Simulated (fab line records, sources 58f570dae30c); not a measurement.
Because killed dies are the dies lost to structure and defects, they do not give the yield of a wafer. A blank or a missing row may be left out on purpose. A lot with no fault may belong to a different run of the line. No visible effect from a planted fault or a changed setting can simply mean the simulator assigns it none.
Which tool was responsible? | flow berkeley_cmos170 | 42 wafers from 14 lots sampled at 4 of the route's 331 steps

== WHAT EACH GAUGE READ, for each wafer ==
UCB170_PVT_OVL_MEAS_06. Usual: PVT_OVL typically reads 0 nm, with standard deviation 5.3.
lot  | measured     | on         | PVT_OVL (nm) | flag
L152 | day 6 19:12  | overlay-02 | 5 1 -1       |
L154 | day 6 18:55  | overlay-02 | 6 2 -4       |
L158 | day 7 22:02  | overlay-01 | - - -        | OFF
L162 | day 8 05:37  | overlay-02 | - - -        | OFF
L165 | day 9 10:11  | overlay-02 | -5 0 -3      |
L164 | day 9 10:29  | overlay-01 | 3 2 7        |
L166 | day 9 15:00  | overlay-01 | 2 1 9        |
L167 | day 10 00:53 | overlay-01 | -1 5 0       |
L168 | day 10 01:13 | overlay-02 | 6 0 5        |
L171 | day 10 13:10 | overlay-01 | -14 -6 6     |
L170 | day 10 12:53 | overlay-02 | 1 1 -3       |
L173 | day 10 19:52 | overlay-01 | -16 -1 -4    |
L172 | day 10 19:38 | overlay-01 | 2 -2 2       |
L174 | day 11 14:32 | overlay-02 | -9 8 1       |

UCB170_GATE_THK_MEAS_05. Usual: GATE_POLY_THK typically reads 214.8 nm, with standard deviation 2.6.
lot  | measured     | on            | GATE_POLY_THK (nm) | flag
L152 | day 7 07:41  | film_metro-02 | 212.3 212.3 212.2  |
L154 | day 7 07:41  | film_metro-01 | 213.0 212.7 212.3  |
L158 | day 8 12:22  | film_metro-01 | 215.0 213.4 215.1  |
L162 | day 8 16:27  | film_metro-02 | 217.2 217.5 217.7  |
L165 | day 9 23:17  | film_metro-01 | 213.4 215.2 214.0  |
L164 | day 9 23:19  | film_metro-03 | 214.2 213.2 211.8  |
L166 | day 10 03:10 | film_metro-02 | 215.5 215.0 214.4  |
L167 | day 10 13:56 | film_metro-01 | 217.9 216.8 219.0  |
L168 | day 10 13:56 | film_metro-03 | 221.7 220.3 220.1  |
L171 | day 11 04:46 | film_metro-01 | 214.3 214.1 214.2  |
L170 | day 11 04:42 | film_metro-01 | 214.9 213.1 213.2  |
L173 | day 11 07:50 | film_metro-03 | 210.1 211.7 210.8  |
L172 | day 11 07:50 | film_metro-02 | 214.2 216.5 214.1  |
L174 | day 12 06:42 | film_metro-02 | 213.4 213.6 214.4  |

== EACH LOT AND THE TOOL THAT RAN IT (in order: tool; ch and the chambers of the sampled wafers; start) ==
lot  | UCB170_ACTIVE_STRIP_16              | UCB170_PVT_EXPOSE_03
L152 | plasma_asher-01 ch 0,1, day 5 03:13 | krf_scanner-01 ch 0, day 6 18:35
L154 | plasma_asher-03 ch 0,1, day 5 03:14 | krf_scanner-01 ch 0, day 6 18:00
L158 | plasma_asher-04 ch 0,1, day 6 08:15 | krf_scanner-02, day 7 21:39
L162 | plasma_asher-04 ch 0,1, day 6 14:31 | krf_scanner-01, day 8 04:35
L165 | plasma_asher-01 ch 0,1, day 7 13:07 | krf_scanner-02 ch 0, day 9 09:35
L164 | plasma_asher-04 ch 0,1, day 7 13:11 | krf_scanner-01 ch 0, day 9 09:53
L166 | plasma_asher-03 ch 0,1, day 8 00:52 | krf_scanner-02 ch 0, day 9 14:11
L167 | plasma_asher-03 ch 0,1, day 8 09:01 | krf_scanner-02 ch 0, day 9 23:49
L168 | plasma_asher-01 ch 0,1, day 8 12:54 | krf_scanner-02 ch 0, day 10 00:13
L171 | plasma_asher-04 ch 0,1, day 8 21:40 | krf_scanner-02 ch 0, day 10 12:02
L170 | plasma_asher-04 ch 0,1, day 8 21:55 | krf_scanner-02 ch 0, day 10 11:50
L173 | plasma_asher-03 ch 1, day 9 05:11   | krf_scanner-01 ch 0, day 10 19:29
L172 | plasma_asher-04 ch 0,1, day 9 05:28 | krf_scanner-02 ch 0, day 10 19:14
L174 | plasma_asher-03 ch 0,1, day 9 20:50 | krf_scanner-01 ch 0, day 11 13:57
- UCB170_ACTIVE_STRIP_16: strips in O2.
- UCB170_PVT_EXPOSE_03: exposes mask NWELL, target cd 3000 nm.

== WHAT THE TOOLS THEMSELVES READ (means of the sampled wafers that have a number; where no wafer has one, the mark that the record gives instead) ==
UCB170_ACTIVE_STRIP_16. Usual: drypump_motor_current_A 5.9 A, standard deviation 0.34; oes_product_au 0.721 a.u., standard deviation 0.0047; strip_time_to_endpoint_s 18.08 s, standard deviation 0.074.
lot  | tool            | drypump_motor_current_A (A) | oes_product_au (a.u.) | strip_time_to_endpoint_s (s) | flag
L152 | plasma_asher-01 | 6.3                         | 0.719                 | 18.05                        |
L154 | plasma_asher-03 | 5.8                         | 0.724                 | 18.15                        |
L158 | plasma_asher-04 | 5.8                         | 0.725                 | 18.07                        |
L162 | plasma_asher-04 | 5.9                         | 0.722                 | 18.15                        |
L165 | plasma_asher-01 | 6.2                         | 0.725                 | 18.06                        |
L164 | plasma_asher-04 | 5.9                         | 0.726                 | 18.01                        |
L166 | plasma_asher-03 | 5.9                         | 0.716                 | 18.10                        |
L167 | plasma_asher-03 | 5.8                         | 0.716                 | 18.06                        |
L168 | plasma_asher-01 | 6.2                         | 0.722                 | 17.97                        |
L171 | plasma_asher-04 | 5.6                         | 0.719                 | 18.03                        |
L170 | plasma_asher-04 | 5.8                         | 0.722                 | 18.12                        |
L173 | plasma_asher-03 | 5.8                         | 0.718                 | 18.02                        |
L172 | plasma_asher-04 | 5.6                         | 0.722                 | 18.13                        |
L174 | plasma_asher-03 | 5.8                         | 0.721                 | 18.07                        |

UCB170_PVT_EXPOSE_03. Usual: exposure_dose_mJ_cm2 29.996, standard deviation 0.029; focus_offset_nm 0.0 nm, standard deviation 0.53.
lot  | tool           | exposure_dose_mJ_cm2 | focus_offset_nm (nm) | flag
L152 | krf_scanner-01 | 29.974               | -0.8                 |
L154 | krf_scanner-01 | 30.003               | 0.1                  |
L158 | krf_scanner-02 | -                    | -                    | OFF
L162 | krf_scanner-01 | -                    | -                    | OFF
L165 | krf_scanner-02 | 29.985               | -0.1                 |
L164 | krf_scanner-01 | 29.988               | 0.2                  |
L166 | krf_scanner-02 | 29.961               | 0.4                  |
L167 | krf_scanner-02 | 30.019               | 0.1                  |
L168 | krf_scanner-02 | 29.998               | -0.2                 |
L171 | krf_scanner-02 | 29.992               | 0.3                  |
L170 | krf_scanner-02 | 30.061               | -0.8                 |
L173 | krf_scanner-01 | 30.000               | 0.0                  |
L172 | krf_scanner-02 | 30.009               | 0.4                  |
L174 | krf_scanner-01 | 29.969               | -0.6                 |

== THE ANSWER, worked out from the rows above alone ==
Rule: take the mean of a lot's wafers that have a number; if it is more than 3 standard deviations from the usual mean, the lot is off. Also off: a lot with no number at a reading for which 4 or more lots have one. All remaining lots with rows at the step are treated as sound. Order of review: gauges by route order, followed by the tools' own readings, for which a lot's mean as printed above is used. At the first step where some lot is off, the reading lying furthest off is the one used; lots without a number count as furthest.
Off: at UCB170_PVT_OVL_MEAS_06 (PVT_OVL), L158, L162. Without a number there: L158, L162.
A tool fits if, at a process step before that reading, it ran every lot that is off, and no sound lot after the first of them. The gauges at UCB170_PVT_OVL_MEAS_06 aren't tried: what is off there is off at UCB170_PVT_EXPOSE_03 too, on other tools, and a gauge's error can't cause that. No candidate that was tried fits.

== WHAT WAS PUT IN BY THE SIMULATOR ==
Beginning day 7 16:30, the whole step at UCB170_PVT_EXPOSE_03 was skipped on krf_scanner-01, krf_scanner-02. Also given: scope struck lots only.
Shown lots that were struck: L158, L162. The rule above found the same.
